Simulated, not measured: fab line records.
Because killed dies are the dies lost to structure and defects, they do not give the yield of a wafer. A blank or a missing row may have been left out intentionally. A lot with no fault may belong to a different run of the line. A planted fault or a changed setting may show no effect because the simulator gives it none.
Struck lot and sound lot, side by side	flow rit-cmos	33 steps out of a route of 202
Sound: the wafers L550.2, L550.3, L550.6. Wafers L544.2, L544.3, L544.4 were the ones struck. The cause comes at the end.
Each step with rows lists, per side, the tool, then ch with its chambers, then its first start. Under that, the readings that differ: sound wafers	struck wafers	difference of the means	sigmas: that difference in standard deviations of wafers without a fault.
alike: a reading whose means differ by less than 2 such deviations, as well as words and numbers matching on both sides. not compared: withheld readings; readings where some wafer has no value; bounds like >300 that might hide an equal value; numbers whose values overlap and for which the record gives no deviation.
A row with sigmas, a row that says differs or no value, or rows on one side alone: a step with any of these is where the two part. Numbers that don't overlap but have no deviation are shown without sigmas and don't part them. A reading that every wafer of one side lacks parts them only if that side has two wafers or more.

RIT_NRETRO_TW_MEAS_10:
  sound on film-metro-01, day 5 17:25; struck on film-metro-01, day 4 10:52
  alike: NRETRO_TW
then, 6 steps without rows for these wafers: RIT_PRETRO_HMDS_00 (prime time 60 s); RIT_PRETRO_COAT_01 (resist thk 1300 nm); RIT_PRETRO_SOFTBAKE_02 (time 60 s); RIT_PRETRO_EXPOSE_03 (exposes mask M5, target cd 43700 nm); RIT_PRETRO_PEB_04; RIT_PRETRO_DEVELOP_05 (develop time 68 s).
RIT_PRETRO_OVL_MEAS_06:
  sound on overlay-02, day 5 18:21; struck on overlay-01, day 4 11:48
reading	sound	struck	difference	sigmas
PRETRO_OVL (nm)	0.0 -0.6 -0.4	2.5 0.6 2.6	+2.2	+2
then, 2 steps without rows for these wafers: RIT_PRETRO_HARDBAKE_07 (time 120 s); RIT_PRETRO_IMPLANT_08.
RIT_PRETRO_STRIP_09: strips in O2, time 180 s.
  sound on plasma-asher-02 ch 0,1, day 5 18:47; struck on plasma-asher-03 ch 0,1, day 4 12:14
  alike: drypump-motor-current-A
  not compared: rf-hours-counter-h
RIT_PRETRO_TW_MEAS_10:
  sound on film-metro-01, day 5 18:58; struck on film-metro-02, day 4 12:25
reading	sound	struck	difference	sigmas
PRETRO_TW	479 480 482	469 474 471	-9	-2
RIT_GATE_WET_ETCH_00: etches SiO2 in BOE, target depth 56 nm, time 60 s.
  sound on wet-bench-02 ch 0, day 5 19:01; struck on wet-bench-02 ch 1, day 4 12:28
  no value came back on the struck wafers for bath-heat-duty-pct (%), run-length-s (s); on the sound wafers bath-heat-duty-pct (%) reads 1.7 1.7 1.5
reading	sound	struck	difference	sigmas
model.SiO2_of_FOX2_OXIDATION_00.thk-nm (nm)	266.4 265.3 257.7	322.1 317.3 319.2	+56.4	
model.SiO2_of_ACTIVE_OXIDATION_01.thk-nm (nm)	0 0 0	36.89 36.86 38.14	+37.30	
then, 4 steps without rows for these wafers: RIT_GATE_CLEAN_01 (cleans in SC1, time 600 s); RIT_GATE_CLEAN_02 (cleans in dHF, time 30 s); RIT_GATE_CLEAN_03 (cleans in SC2, time 600 s); RIT_GATE_CLEAN_04 (cleans in dHF, time 61.66 s).
RIT_FOX2_THK_MEAS_91:
  sound on film-metro-03, day 5 19:27; struck on film-metro-03, day 4 12:53
reading	sound	struck	difference	sigmas
FIELD_OXIDE_LEFT_2_THK (nm)	254 253 246	310 305 307	+56	+9
then, 9 steps without rows for these wafers: RIT_GATE_OXIDATION_05 (target thk 3 nm, ox time 270 s); RIT_GATE_ANNEAL_06 (time 600 s); RIT_GATE_CVD_08 (deposits poly-Si from SiH4, target thk 250 nm, time 2220 s); RIT_GATE_HMDS_10 (prime time 60 s); RIT_GATE_COAT_11 (resist thk 850 nm); RIT_GATE_SOFTBAKE_12 (time 60 s); RIT_GATE_EXPOSE_13 (exposes mask M6, target cd 150 nm); RIT_GATE_PEB_14; RIT_GATE_DEVELOP_15 (develop time 50 s).
RIT_GATE_CD_MEAS_16: the cd target is 150 nm.
  sound on cd-sem-01, day 6 03:53; struck on cd-sem-01, day 4 20:25
  alike: cd-nm
RIT_GATE_OVL_MEAS_17:
  sound on overlay-01, day 6 03:59; struck on overlay-02, day 4 20:31
  alike: GATE_OVL
then, 1 step without rows for these wafers: RIT_GATE_HARDBAKE_18 (time 60 s).
RIT_GATE_ETCH_19: etches poly-Si in SF6/CHF3/O2, stops on SiO2, time 165 s, target depth 312.5 nm.
  sound on rie-si-01 ch 1,2,3, day 6 04:10; struck on rie-si-01 ch 0,2,3, day 4 20:42
reading	sound	struck	difference	sigmas
model.SiO2_of_FOX2_OXIDATION_00.thk-nm (nm)	243.1 242.1 234.9	298.9 294 296	+56.3	
  alike: CHF3_flow_sccm, O2_flow_sccm, drypump-motor-current-A, oes-product-au, throttle-valve-pct
  not compared: rf-hours-counter-h
RIT_GATE_STRIP_20: strips in O2, time 180 s.
  sound on plasma-asher-01 ch 0,1, day 6 04:17; struck on plasma-asher-02 ch 0,1, day 4 20:49
  alike: drypump-motor-current-A
  not compared: rf-hours-counter-h
RIT_M1_PROBE_99:
  sound on prober-02, day 7 00:29; struck on prober-02, day 5 16:38
reading	sound	struck	difference	sigmas
killed-at-front-end	3 9 5	263 264 264	+258	+83
killed-dies	3 9 5	264 264 264	+258	+83
killed-on-rim	0 4 3	70 70 70	+68	+48
  alike: killed-at-contacts, killed-open, killed-short

## WHERE THEY PART
First at RIT_PRETRO_OVL_MEAS_06; last, within this record, at RIT_M1_PROBE_99.

WHY: the cause the simulator had injected
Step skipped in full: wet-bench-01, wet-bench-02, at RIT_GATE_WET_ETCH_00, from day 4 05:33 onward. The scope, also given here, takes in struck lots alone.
